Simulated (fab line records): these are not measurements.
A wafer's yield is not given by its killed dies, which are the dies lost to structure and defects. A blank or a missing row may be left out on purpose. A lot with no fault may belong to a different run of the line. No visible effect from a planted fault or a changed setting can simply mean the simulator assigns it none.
fab line records || flow berkeley-cmos170
record: {"lots": 5, "wafers": 23}
route steps=331 shown M3@314
start-h: start of the lot's first displayed wafer, in hours after the record's first day || wait-h: time in hours since the lot's previous step || " identical to the entry in the row above || L1.1+2: one row covering several wafers at once || - value missing, or start not given || * or withheld: withheld || < > ~ a bound
route shown NAME@n: NAME is a module with steps in the file, n the number in the route of the first one || usual: the fault-free wafers' mean and standard deviation || same: alike in all rows || chamber/n: place in a boat || sites: the reading at each site || _std_site: the values' standard deviation || _edge_site: the outer-site mean with the inner-site mean subtracted || radius-mm: how far each site lies from the wafer's centre || mask NAME#n: copy n || behind: tool/chamber where the wafer was last shaped || hold: reason for holding the lot/hours on hold/outcome of the hold || device: names the non-switching transistor (n, p or np) || end of line: at the end of the route, the tests of the same wafers || a step without rows: its recipe alone || killed: count of dies lost to structure and defects at first sort (not the wafer's yield) || map: dies across one wafer; x = killed, . = not, _ = none there
set.NAME: the setting that was run; set.NAME@STEP: the one run at that earlier step || model.NAME: the simulator's own value behind a step, which no gauge read
lots where settings were altered on purpose, with a table for each step and a row for each wafer
== steps ==
step: UCB170_M3_COAT_05
recipe: {"resist": "KrF", "spin-rpm": 1500, "resist-thk-nm": 900}
{"lot.wafer": "L076.2", "tool": "litho-track-01", "chamber": 0, "start-h": 172.95, "wait-h": 0.1, "set.resist-thk-nm": 900, "model.KrF_of_M3_COAT_05.thk-nm": 901.8}
{"lot.wafer": "L076.4", "tool": "litho-track-01", "chamber": 0, "start-h": 172.95, "wait-h": 0.1, "set.resist-thk-nm": 900, "model.KrF_of_M3_COAT_05.thk-nm": 899.1}
{"lot.wafer": "L076.6", "tool": "litho-track-01", "chamber": 0, "start-h": 172.95, "wait-h": 0.1, "set.resist-thk-nm": 900, "model.KrF_of_M3_COAT_05.thk-nm": 898.8}
{"lot.wafer": "L081.1", "tool": "litho-track-01", "chamber": 0, "start-h": 190.57, "wait-h": 0.1, "set.resist-thk-nm": 900, "model.KrF_of_M3_COAT_05.thk-nm": 902.7}
{"lot.wafer": "L081.3", "tool": "litho-track-01", "chamber": 0, "start-h": 190.57, "wait-h": 0.1, "set.resist-thk-nm": 880.4, "model.KrF_of_M3_COAT_05.thk-nm": 882.3}
{"lot.wafer": "L081.4", "tool": "litho-track-01", "chamber": 0, "start-h": 190.57, "wait-h": 0.1, "set.resist-thk-nm": 900, "model.KrF_of_M3_COAT_05.thk-nm": 901.5}
{"lot.wafer": "L081.5", "tool": "litho-track-01", "chamber": 0, "start-h": 190.57, "wait-h": 0.1, "set.resist-thk-nm": 880.4, "model.KrF_of_M3_COAT_05.thk-nm": 882.5}
{"lot.wafer": "L081.6", "tool": "litho-track-01", "chamber": 0, "start-h": 190.57, "wait-h": 0.1, "set.resist-thk-nm": 880.4, "model.KrF_of_M3_COAT_05.thk-nm": 884.2}
{"lot.wafer": "L080.1", "tool": "litho-track-03", "chamber": 0, "start-h": 191.03, "wait-h": 0.1, "set.resist-thk-nm": 900, "model.KrF_of_M3_COAT_05.thk-nm": 902.8}
{"lot.wafer": "L080.2", "tool": "litho-track-03", "chamber": 0, "start-h": 191.03, "wait-h": 0.1, "set.resist-thk-nm": 900, "model.KrF_of_M3_COAT_05.thk-nm": 901.6}
{"lot.wafer": "L080.3", "tool": "litho-track-03", "chamber": 0, "start-h": 191.03, "wait-h": 0.1, "set.resist-thk-nm": 900, "model.KrF_of_M3_COAT_05.thk-nm": 902}
{"lot.wafer": "L080.4", "tool": "litho-track-03", "chamber": 0, "start-h": 191.03, "wait-h": 0.1, "set.resist-thk-nm": 900, "model.KrF_of_M3_COAT_05.thk-nm": 902.3}
{"lot.wafer": "L080.6", "tool": "litho-track-03", "chamber": 0, "start-h": 191.03, "wait-h": 0.1, "set.resist-thk-nm": 900, "model.KrF_of_M3_COAT_05.thk-nm": 902.4}
{"lot.wafer": "L082.1", "tool": "litho-track-03", "chamber": 0, "start-h": 216.50, "wait-h": 0.1, "set.resist-thk-nm": 926.1, "model.KrF_of_M3_COAT_05.thk-nm": 926.6}
{"lot.wafer": "L082.2+5", "tool": "litho-track-03", "chamber": 0, "start-h": 216.50, "wait-h": 0.1, "set.resist-thk-nm": 900, "model.KrF_of_M3_COAT_05.thk-nm": 898.4}
{"lot.wafer": "L082.4", "tool": "litho-track-03", "chamber": 0, "start-h": 216.50, "wait-h": 0.1, "set.resist-thk-nm": 926.1, "model.KrF_of_M3_COAT_05.thk-nm": 926.2}
{"lot.wafer": "L082.6", "tool": "litho-track-03", "chamber": 0, "start-h": 216.50, "wait-h": 0.1, "set.resist-thk-nm": 900, "model.KrF_of_M3_COAT_05.thk-nm": 898.3}
{"lot.wafer": "L083.1", "tool": "litho-track-01", "chamber": 0, "start-h": 217.87, "wait-h": 0.1, "set.resist-thk-nm": 884.2, "model.KrF_of_M3_COAT_05.thk-nm": 880.6}
{"lot.wafer": "L083.2", "tool": "litho-track-01", "chamber": 0, "start-h": 217.87, "wait-h": 0.1, "set.resist-thk-nm": 884.2, "model.KrF_of_M3_COAT_05.thk-nm": 881.1}
{"lot.wafer": "L083.3", "tool": "litho-track-01", "chamber": 0, "start-h": 217.87, "wait-h": 0.1, "set.resist-thk-nm": 884.2, "model.KrF_of_M3_COAT_05.thk-nm": 883.4}
{"lot.wafer": "L083.5", "tool": "litho-track-01", "chamber": 0, "start-h": 217.87, "wait-h": 0.1, "set.resist-thk-nm": 900, "model.KrF_of_M3_COAT_05.thk-nm": 897.2}
{"lot.wafer": "L083.6", "tool": "litho-track-01", "chamber": 0, "start-h": 217.87, "wait-h": 0.1, "set.resist-thk-nm": 900, "model.KrF_of_M3_COAT_05.thk-nm": 899.2}
step: UCB170_M3_SOFTBAKE_06
recipe: {"resist": "KrF", "temp-c": 130, "time-s": 60}
step: UCB170_M3_STRIP_07
recipe: {"chemistry": "O2", "power-w": 400, "pressure-mtorr": 3500, "platen-temp-c": "withheld", "o2-flow-sccm": 400, "overash-fraction": 0.5}
usual: {"strip-time-to-endpoint-s": "21.95/0.068"}
{"lot.wafer": "L076.2", "tool": "plasma-asher-04", "chamber": 1, "start-h": 173.23, "wait-h": 0.1, "set.resist-thk-nm@M3_COAT_05": 900, "strip-time-to-endpoint-s": 22.02}
{"lot.wafer": "L076.4", "tool": "plasma-asher-04", "chamber": 1, "start-h": 173.23, "wait-h": 0.1, "set.resist-thk-nm@M3_COAT_05": 900, "strip-time-to-endpoint-s": 21.96}
{"lot.wafer": "L076.6", "tool": "plasma-asher-04", "chamber": 1, "start-h": 173.23, "wait-h": 0.1, "set.resist-thk-nm@M3_COAT_05": 900, "strip-time-to-endpoint-s": 21.93}
{"lot.wafer": "L081.1", "tool": "plasma-asher-01", "chamber": 0, "start-h": 190.87, "wait-h": 0.1, "set.resist-thk-nm@M3_COAT_05": 900, "strip-time-to-endpoint-s": 22.03}
{"lot.wafer": "L081.3", "tool": "plasma-asher-01", "chamber": 0, "start-h": 190.87, "wait-h": 0.1, "set.resist-thk-nm@M3_COAT_05": 880.4, "strip-time-to-endpoint-s": 21.54}
{"lot.wafer": "L081.4", "tool": "plasma-asher-01", "chamber": 1, "start-h": 190.87, "wait-h": 0.1, "set.resist-thk-nm@M3_COAT_05": 900, "strip-time-to-endpoint-s": 22.01}
{"lot.wafer": "L081.5", "tool": "plasma-asher-01", "chamber": 0, "start-h": 190.87, "wait-h": 0.1, "set.resist-thk-nm@M3_COAT_05": 880.4, "strip-time-to-endpoint-s": 21.55}
{"lot.wafer": "L081.6", "tool": "plasma-asher-01", "chamber": 1, "start-h": 190.87, "wait-h": 0.1, "set.resist-thk-nm@M3_COAT_05": 880.4, "strip-time-to-endpoint-s": 21.59}
{"lot.wafer": "L080.1", "tool": "plasma-asher-04", "chamber": 1, "start-h": 191.33, "wait-h": 0.1, "set.resist-thk-nm@M3_COAT_05": 900, "strip-time-to-endpoint-s": 22.03}
{"lot.wafer": "L080.2", "tool": "plasma-asher-04", "chamber": 0, "start-h": 191.33, "wait-h": 0.1, "set.resist-thk-nm@M3_COAT_05": 900, "strip-time-to-endpoint-s": 22.01}
{"lot.wafer": "L080.3", "tool": "plasma-asher-04", "chamber": 1, "start-h": 191.33, "wait-h": 0.1, "set.resist-thk-nm@M3_COAT_05": 900, "strip-time-to-endpoint-s": 22.01}
{"lot.wafer": "L080.4", "tool": "plasma-asher-04", "chamber": 0, "start-h": 191.33, "wait-h": 0.1, "set.resist-thk-nm@M3_COAT_05": 900, "strip-time-to-endpoint-s": 22.01}
{"lot.wafer": "L080.6", "tool": "plasma-asher-04", "chamber": 0, "start-h": 191.33, "wait-h": 0.1, "set.resist-thk-nm@M3_COAT_05": 900, "strip-time-to-endpoint-s": 22.02}
{"lot.wafer": "L082.1", "tool": "plasma-asher-03", "chamber": 1, "start-h": 216.82, "wait-h": 0.1, "set.resist-thk-nm@M3_COAT_05": 926.1, "strip-time-to-endpoint-s": 22.61}
{"lot.wafer": "L082.2", "tool": "plasma-asher-03", "chamber": 0, "start-h": 216.82, "wait-h": 0.1, "set.resist-thk-nm@M3_COAT_05": 900, "strip-time-to-endpoint-s": 21.93}
{"lot.wafer": "L082.4", "tool": "plasma-asher-03", "chamber": 1, "start-h": 216.82, "wait-h": 0.1, "set.resist-thk-nm@M3_COAT_05": 926.1, "strip-time-to-endpoint-s": 22.60}
{"lot.wafer": "L082.5", "tool": "plasma-asher-03", "chamber": 1, "start-h": 216.82, "wait-h": 0.1, "set.resist-thk-nm@M3_COAT_05": 900, "strip-time-to-endpoint-s": 21.93}
{"lot.wafer": "L082.6", "tool": "plasma-asher-03", "chamber": 0, "start-h": 216.82, "wait-h": 0.1, "set.resist-thk-nm@M3_COAT_05": 900, "strip-time-to-endpoint-s": 21.93}
{"lot.wafer": "L083.1", "tool": "plasma-asher-04", "chamber": 1, "start-h": 218.17, "wait-h": 0.1, "set.resist-thk-nm@M3_COAT_05": 884.2, "strip-time-to-endpoint-s": 21.52}
{"lot.wafer": "L083.2", "tool": "plasma-asher-04", "chamber": 0, "start-h": 218.17, "wait-h": 0.1, "set.resist-thk-nm@M3_COAT_05": 884.2, "strip-time-to-endpoint-s": 21.52}
{"lot.wafer": "L083.3", "tool": "plasma-asher-04", "chamber": 0, "start-h": 218.17, "wait-h": 0.1, "set.resist-thk-nm@M3_COAT_05": 884.2, "strip-time-to-endpoint-s": 21.56}
{"lot.wafer": "L083.5", "tool": "plasma-asher-04", "chamber": 1, "start-h": 218.17, "wait-h": 0.1, "set.resist-thk-nm@M3_COAT_05": 900, "strip-time-to-endpoint-s": 21.90}
{"lot.wafer": "L083.6", "tool": "plasma-asher-04", "chamber": 0, "start-h": 218.17, "wait-h": 0.1, "set.resist-thk-nm@M3_COAT_05": 900, "strip-time-to-endpoint-s": 21.96}
== key ==
split: {"step": "UCB170_M3_COAT_05", "setting": "resist-thk-nm", "stated": 900, "by": "wafer"}
response: {"step": "UCB170_M3_COAT_05", "reading": "model.KrF_of_M3_COAT_05.thk-nm", "change": "+9.36", "per": "1%", "r": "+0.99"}
response: {"step": "UCB170_M3_STRIP_07", "reading": "strip-time-to-endpoint-s", "change": "*", "per": "1%", "r": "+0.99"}
